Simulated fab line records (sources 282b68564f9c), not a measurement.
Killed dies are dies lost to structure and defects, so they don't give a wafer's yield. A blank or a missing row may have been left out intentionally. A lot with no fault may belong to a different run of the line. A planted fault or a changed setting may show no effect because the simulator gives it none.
Struck lot and sound lot, side by side :: flow ritCmos :: 16 steps out of a route of 202
Sound: wafers L551.1, L551.3, L551.5. Wafers L543.1, L543.4, L543.5 were the ones struck. The cause is named last.
For every step that has rows: the tool of each side, followed by ch and its chambers, followed by its first start. Under that, the readings that differ: sound wafers :: struck wafers :: difference of the means :: sigmas: that difference in standard deviations of wafers without a fault.
alike: readings whose means differ by less than 2 such deviations, and words and numbers that are the same on both sides. not compared: withheld readings, readings that some wafer has no value for, bounds like >300 that may hide the same value, and numbers for which the record gives no deviation and whose values overlap.
Wherever a step has rows on one side only, a row that says differs or no value, or a row with sigmas, the two part there. Numbers that don't overlap but have no deviation are shown without sigmas and don't part them. A reading missing from all wafers of one side parts the sides only when that side holds two or more wafers.

RIT_GATE_THK_MEAS_07:
  sound on filmMetro-01, day 6 09:55; struck on filmMetro-01, day 4 21:07
reading: GATE_OXIDE_THK (nm)
sound: 3.00 2.98 3.01
struck: 3.13 3.14 3.17
difference: +0.15
sigmas: +2
then, 1 step without rows for these wafers: RIT_GATE_CVD_08 (deposits poly-Si from SiH4, target thk 250 nm, time 2220 s).
RIT_GATE_THK_MEAS_09:
  sound on filmMetro-01, day 6 11:35; struck on filmMetro-04, day 4 22:47
  alike: GATE_POLY_THK
then, 6 steps without rows for these wafers: RIT_GATE_HMDS_10 (prime time 60 s); RIT_GATE_COAT_11 (resist thk 850 nm); RIT_GATE_SOFTBAKE_12 (time 60 s); RIT_GATE_EXPOSE_13 (exposes mask M6, target cd 150 nm); RIT_GATE_PEB_14; RIT_GATE_DEVELOP_15 (develop time 50 s).
RIT_GATE_CD_MEAS_16: the cd target is 150 nm.
  sound on cdSem-02, day 6 12:30; struck on cdSem-01, day 4 23:42
  alike: cdNm
RIT_GATE_OVL_MEAS_17:
  sound on overlay-01, day 6 12:37; struck on overlay-02, day 4 23:49
  alike: GATE_OVL
then, 1 step without rows for these wafers: RIT_GATE_HARDBAKE_18 (time 60 s).
RIT_GATE_ETCH_19: etches poly-Si in SF6/CHF3/O2, stops on SiO2, time 172.7 s, target depth 312.5 nm.
  sound on rieSi-01 ch 1,2,3, day 6 12:48; struck on rieSi-01 ch 0,1,3, day 5 00:01
  no value came back on the struck wafers for any of 7 readings (CHF3_flow_sccm (sccm), O2_flow_sccm (sccm) and others); on the sound wafers CHF3_flow_sccm (sccm) reads 30.07 30.12 29.91
reading: model.NOVOLAK_of_GATE_COAT_11.thkNm (nm)
sound: 664.7 662.3 664.7
struck: 748.8 748.8 748.5
difference: +84.8
sigmas: 

reading: model.SiO2_of_FOX2_OXIDATION_00.thkNm (nm)
sound: 241.2 245.4 245.3
struck: 246.8 252.5 255.5
difference: +7.6
sigmas: 
  not compared: rfHoursCounterH
RIT_GATE_STRIP_20: strips in O2, time 180 s.
  sound on plasmaAsher-04 ch 0,1, day 6 12:55; struck on plasmaAsher-01 ch 0,1, day 5 00:07
reading: drypumpMotorCurrentA (A)
sound: 5.8 6.9 6.8
struck: 5.1 5.1 5.8
difference: -1.2
sigmas: -2
  not compared: rfHoursCounterH
RIT_GATE_CD_MEAS_90: the cd target is 150 nm.
  sound on cdSem-01, day 6 13:05; struck on cdSem-01, day 5 00:17
reading: cdNm (nm)
sound: 149.1 147.6 147.8
struck: - - -
difference: no value on the struck wafers
sigmas: 
RIT_M1_PROBE_99:
  sound on prober-01, day 7 09:45; struck on prober-01, day 5 20:36
reading: killedAtFrontEnd
sound: 9 4 9
struck: 264 264 264
difference: +257
sigmas: +95

reading: killedDies
sound: 9 4 9
struck: 264 264 264
difference: +257
sigmas: +95

reading: killedOnRim
sound: 2 2 2
struck: 70 70 70
difference: +68
sigmas: +57
  alike: killedOpen, killedShort

## WHERE THEY PART
Earliest at RIT_GATE_THK_MEAS_07; latest, in this record, at RIT_M1_PROBE_99.

WHY: the cause the simulator had injected
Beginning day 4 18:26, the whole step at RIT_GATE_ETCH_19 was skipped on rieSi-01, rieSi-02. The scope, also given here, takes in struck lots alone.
